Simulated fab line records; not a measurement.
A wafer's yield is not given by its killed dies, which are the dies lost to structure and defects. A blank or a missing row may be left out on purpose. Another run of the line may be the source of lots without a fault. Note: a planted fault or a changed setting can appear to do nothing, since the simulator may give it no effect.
Problem report in the 8D (eight disciplines) form, filled by code :: flow berkeleyCmos170 :: the parts of the form that need people (team, actions taken, sign-off) are left out

1. THE ISSUE
Wafers without a fault read 21.00 C, standard deviation 0.11; developerTempC at UCB170_M1_DEVELOP_08 reads a mean of 20.09 C on 6 wafers belonging to 2 lots. Measured from the usual mean, that is -8.2 standard deviations.
The step: develop time 45 s.
First observed at day 10 11:00: wafer L868.3, on lithoTrack-02. At this step, 42 wafers from 14 lots have a number in the record. Rule for "out", or "out of limits": more than 4 standard deviations from the usual mean. Any other wafer with a number is counted as sound.

2. WHAT IT IS; WHAT IT IS NOT
question: which readings at this step
is: developerTempC
is not: -

question: which lots
is: L868, L872
is not: L853, L854, L855, L856, L857, L858, L860, L861, L862, L874, L875, L876

question: which wafers of those lots
is: all that have a number
is not: -

question: read on which tools
is: lithoTrack-02
is not: lithoTrack-01, lithoTrack-04

question: when
is: from day 10 11:00
is not: up to then (27 sound wafers); but 9 sound wafers of L874, L875, L876 came after

3. THE SUSPECTS, EACH WITH WHAT RULES IT OUT
Counting: any tool at a process step up to the reading is kept as a suspect provided that every lot that is out went through it and no sound lot did after the first of them.
- lithoTrack-02 at UCB170_M1_DEVELOP_08 (develop time 45 s): kept. All lots that are out passed through it, beginning with L868 at day 10 11:00, and no sound lot followed; its final sound lot before that point was L860 at day 8 15:00. Out on those wafers are its own readings of developerTempC.
Remaining after the count: lithoTrack-02 at UCB170_M1_DEVELOP_08.

4. THE CAUSE (what the simulator had put in)
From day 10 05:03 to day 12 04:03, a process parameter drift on lithoTrack-02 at UCB170_M1_DEVELOP_08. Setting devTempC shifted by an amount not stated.
Only this tool survived the counting.

5. SEQUENCE OF EFFECTS, ordered by route
Rows list readings where the struck wafers' mean (over those with a number) sits beyond 3 standard deviations from the usual. Readings are gone through only where the record gives a usual standard deviation; hours: the median, over the lots, of the time from a lot's start at the first step in this table giving one to that lot's start at this step; sigmas: the change measured in usual standard deviations.
hours: 0
step: UCB170_M1_DEVELOP_08
reading: developerTempC
usual: 21.00 C
on struck wafers: 20.09
change: -0.91
sigmas: -8.2
Process steps it contains:
- UCB170_M1_DEVELOP_08: develop time 45 s.

6. WHAT WOULD HAVE CAUGHT IT SOONER
The fault began at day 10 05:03; the first out-of-limits reading in this record came at day 10 11:00, 6 hours later.
